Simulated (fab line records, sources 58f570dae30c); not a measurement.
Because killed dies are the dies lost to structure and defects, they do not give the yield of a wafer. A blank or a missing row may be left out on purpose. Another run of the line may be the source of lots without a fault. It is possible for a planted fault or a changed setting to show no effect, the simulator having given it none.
fab line records :: flow berkeley-cmos170
record:
  lots: 14
  wafers: 42
  last-day: 14
route steps=331 shown ACTIVE@60
lots that met no fault: from a run of the same line without faults
start-h: hours from the record's first day to the start of the lot's first wafer shown :: wait-h: how many hours have passed since the lot's step before this one :: " the same as in the row above :: L1.1+2: a row that stands for several wafers :: - no value, or no start was given :: * or withheld: withheld :: < > ~ a bound
route shown NAME@n: names a module that has steps shown in the file, with the first one's number in the route :: usual: mean and standard deviation over wafers with no fault :: same: alike in all rows :: chamber/n: place in a boat :: sites: per-site readings :: _std_site: how widely they spread, as a standard deviation :: _edge_site: outer sites' mean less inner sites' :: radius-mm: for every site, how far away it sits from the centre of the wafer :: mask NAME#n: copy n :: behind: the tool/chamber that last shaped the wafer :: hold: cause of the lot's hold/its duration in hours/its outcome :: device: transistor that didn't switch, given as n, p or np :: end of line: the tests these same wafers got at the end of their route :: a step without rows: its recipe alone :: killed: dies lost to structure and defects at the first sort, not the wafer's yield :: map: dies across one wafer; x = killed, . = not, _ = none there
set.NAME: the setting the step ran with; set.NAME@STEP: the setting that earlier step ran with :: model.NAME: the simulator's own value behind a step, which no gauge read
one table for each step of the route and one row for each wafer, over a sample of lots
== steps ==
step: UCB170_ACTIVE_CLEAN_00
recipe:
  chemistry: SPM
  temp-c: 120
  time-s: 600
usual:
  bath-guard-temp-C: 120.1/0.52
  bath-heat-duty-pct: 13.5/1.3
lot.wafer: L610.1
tool: wet-bench-02
chamber: 1
start-h: 76.92
wait-h: 0.3
bath-guard-temp-C: 119.6
bath-heat-duty-pct: 13.7

lot.wafer: L610.4
tool: wet-bench-02
chamber: 1
start-h: 76.92
wait-h: 0.3
bath-guard-temp-C: 119.5
bath-heat-duty-pct: 12.1

lot.wafer: L610.6
tool: wet-bench-02
chamber: 1
start-h: 76.92
wait-h: 0.3
bath-guard-temp-C: 119.5
bath-heat-duty-pct: 12.5

lot.wafer: L611.1
tool: wet-bench-02
chamber: 3
start-h: 76.92
wait-h: 0.3
bath-guard-temp-C: 120.4
bath-heat-duty-pct: 13.2

lot.wafer: L611.3
tool: wet-bench-02
chamber: 3
start-h: 76.92
wait-h: 0.3
bath-guard-temp-C: 120.7
bath-heat-duty-pct: 12.7

lot.wafer: L611.6
tool: wet-bench-02
chamber: 3
start-h: 76.92
wait-h: 0.3
bath-guard-temp-C: 120.5
bath-heat-duty-pct: 12.8

lot.wafer: L612.1
tool: wet-bench-02
chamber: 2
start-h: 89.99
wait-h: 1.2
bath-guard-temp-C: 119.6
bath-heat-duty-pct: 11.8

lot.wafer: L612.4
tool: wet-bench-02
chamber: 2
start-h: 89.99
wait-h: 1.2
bath-guard-temp-C: 119.9
bath-heat-duty-pct: 12.2

lot.wafer: L612.5
tool: wet-bench-02
chamber: 2
start-h: 89.99
wait-h: 1.2
bath-guard-temp-C: 119.4
bath-heat-duty-pct: 12.7

lot.wafer: L614.1
tool: wet-bench-02
chamber: 2
start-h: 89.99
wait-h: 1.2
bath-guard-temp-C: 119.6
bath-heat-duty-pct: 12.2

lot.wafer: L614.2
tool: wet-bench-02
chamber: 2
start-h: 89.99
wait-h: 1.2
bath-guard-temp-C: 119.8
bath-heat-duty-pct: 13.0

lot.wafer: L614.6
tool: wet-bench-02
chamber: 2
start-h: 89.99
wait-h: 1.2
bath-guard-temp-C: 119.7
bath-heat-duty-pct: 11.4

lot.wafer: L616.1
tool: wet-bench-02
chamber: 0
start-h: 98.96
wait-h: 0.0
bath-guard-temp-C: 120.1
bath-heat-duty-pct: 15.4

lot.wafer: L616.5
tool: wet-bench-02
chamber: 0
start-h: 98.96
wait-h: 0.0
bath-guard-temp-C: 119.9
bath-heat-duty-pct: 16.7

lot.wafer: L616.6
tool: wet-bench-02
chamber: 0
start-h: 98.96
wait-h: 0.0
bath-guard-temp-C: 119.6
bath-heat-duty-pct: 13.8

lot.wafer: L618.1
tool: wet-bench-02
chamber: 0
start-h: 119.95
wait-h: 0.0
bath-guard-temp-C: 120.1
bath-heat-duty-pct: 14.5

lot.wafer: L618.4
tool: wet-bench-02
chamber: 0
start-h: 119.95
wait-h: 0.0
bath-guard-temp-C: 119.3
bath-heat-duty-pct: 16.0

lot.wafer: L618.6
tool: wet-bench-02
chamber: 0
start-h: 119.95
wait-h: 0.0
bath-guard-temp-C: 119.9
bath-heat-duty-pct: 14.1

lot.wafer: L619.2
tool: wet-bench-02
chamber: 0
start-h: 129.99
wait-h: 0.0
bath-guard-temp-C: 119.3
bath-heat-duty-pct: 15.7

lot.wafer: L619.3
tool: wet-bench-02
chamber: 0
start-h: 129.99
wait-h: 0.0
bath-guard-temp-C: 119.5
bath-heat-duty-pct: 15.1

lot.wafer: L619.5
tool: wet-bench-02
chamber: 0
start-h: 129.99
wait-h: 0.0
bath-guard-temp-C: 119.7
bath-heat-duty-pct: 15.1

lot.wafer: L620.3
tool: wet-bench-02
chamber: 3
start-h: 129.99
wait-h: 0.0
bath-guard-temp-C: 120.6
bath-heat-duty-pct: 12.9

lot.wafer: L620.5
tool: wet-bench-02
chamber: 3
start-h: 129.99
wait-h: 0.0
bath-guard-temp-C: 120.4
bath-heat-duty-pct: 13.4

lot.wafer: L620.6
tool: wet-bench-02
chamber: 3
start-h: 129.99
wait-h: 0.0
bath-guard-temp-C: 120.6
bath-heat-duty-pct: 14.8

lot.wafer: L621.1
tool: wet-bench-02
chamber: 3
start-h: 129.99
wait-h: 0.0
bath-guard-temp-C: 120.9
bath-heat-duty-pct: 14.3

lot.wafer: L621.4
tool: wet-bench-02
chamber: 3
start-h: 129.99
wait-h: 0.0
bath-guard-temp-C: 120.7
bath-heat-duty-pct: 12.7

lot.wafer: L621.6
tool: wet-bench-02
chamber: 3
start-h: 129.99
wait-h: 0.0
bath-guard-temp-C: 120.3
bath-heat-duty-pct: 13.4

lot.wafer: L623.1
tool: wet-bench-03
chamber: 1
start-h: 141.30
wait-h: 0.0
bath-guard-temp-C: 120.5
bath-heat-duty-pct: 13.1

lot.wafer: L623.2
tool: wet-bench-03
chamber: 1
start-h: 141.30
wait-h: 0.0
bath-guard-temp-C: 120.1
bath-heat-duty-pct: 12.5

lot.wafer: L623.4
tool: wet-bench-03
chamber: 1
start-h: 141.30
wait-h: 0.0
bath-guard-temp-C: 120.7
bath-heat-duty-pct: 12.8

lot.wafer: L624.1
tool: wet-bench-04
chamber: 1
start-h: 157.88
wait-h: 0.0
bath-guard-temp-C: 119.3
bath-heat-duty-pct: 13.5

lot.wafer: L624.3
tool: wet-bench-04
chamber: 1
start-h: 157.88
wait-h: 0.0
bath-guard-temp-C: 119.7
bath-heat-duty-pct: 13.7

lot.wafer: L624.6
tool: wet-bench-04
chamber: 1
start-h: 157.88
wait-h: 0.0
bath-guard-temp-C: 119.3
bath-heat-duty-pct: 12.0

lot.wafer: L630.2
tool: wet-bench-03
chamber: 2
start-h: 196.29
wait-h: 0.0
bath-guard-temp-C: 120.6
bath-heat-duty-pct: 13.8

lot.wafer: L630.4
tool: wet-bench-03
chamber: 2
start-h: 196.29
wait-h: 0.0
bath-guard-temp-C: 120.1
bath-heat-duty-pct: 13.6

lot.wafer: L630.5
tool: wet-bench-03
chamber: 2
start-h: 196.29
wait-h: 0.0
bath-guard-temp-C: 120.5
bath-heat-duty-pct: 11.9

lot.wafer: L629.2
tool: wet-bench-03
chamber: 2
start-h: 196.46
wait-h: 0.2
bath-guard-temp-C: -
bath-heat-duty-pct: -

lot.wafer: L629.3
tool: wet-bench-03
chamber: 2
start-h: 196.46
wait-h: 0.2
bath-guard-temp-C: -
bath-heat-duty-pct: -

lot.wafer: L629.5
tool: wet-bench-03
chamber: 2
start-h: 196.46
wait-h: 0.2
bath-guard-temp-C: -
bath-heat-duty-pct: -

lot.wafer: L633.1
tool: wet-bench-03
chamber: 2
start-h: 202.63
wait-h: 0.0
bath-guard-temp-C: -
bath-heat-duty-pct: -

lot.wafer: L633.2
tool: wet-bench-03
chamber: 2
start-h: 202.63
wait-h: 0.0
bath-guard-temp-C: -
bath-heat-duty-pct: -

lot.wafer: L633.6
tool: wet-bench-03
chamber: 2
start-h: 202.63
wait-h: 0.0
bath-guard-temp-C: -
bath-heat-duty-pct: -
== key ==
first-sign:
  step: UCB170_ACTIVE_CLEAN_00
  reading: tool-record
  direction: missing
effect none on later readings
met-at UCB170_ACTIVE_CLEAN_00
struck-lots L629,L633
tester-left-out L629,L633
onset-between 196.29 196.46
fault:
  kind: skipped-step-whole
  tool: wet-bench-03
  chamber: -
  onset-h: 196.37
  steps: UCB170_ACTIVE_CLEAN_00
  scope: struck-lots-only
tester-left-out: of these lots the tester's yield and bins aren't shown, on N5 and GAA mostly nor the transistor test; their killed dies are dies lost to structure and defects alone, not to doping, threshold or leakage, so they don't give the yield
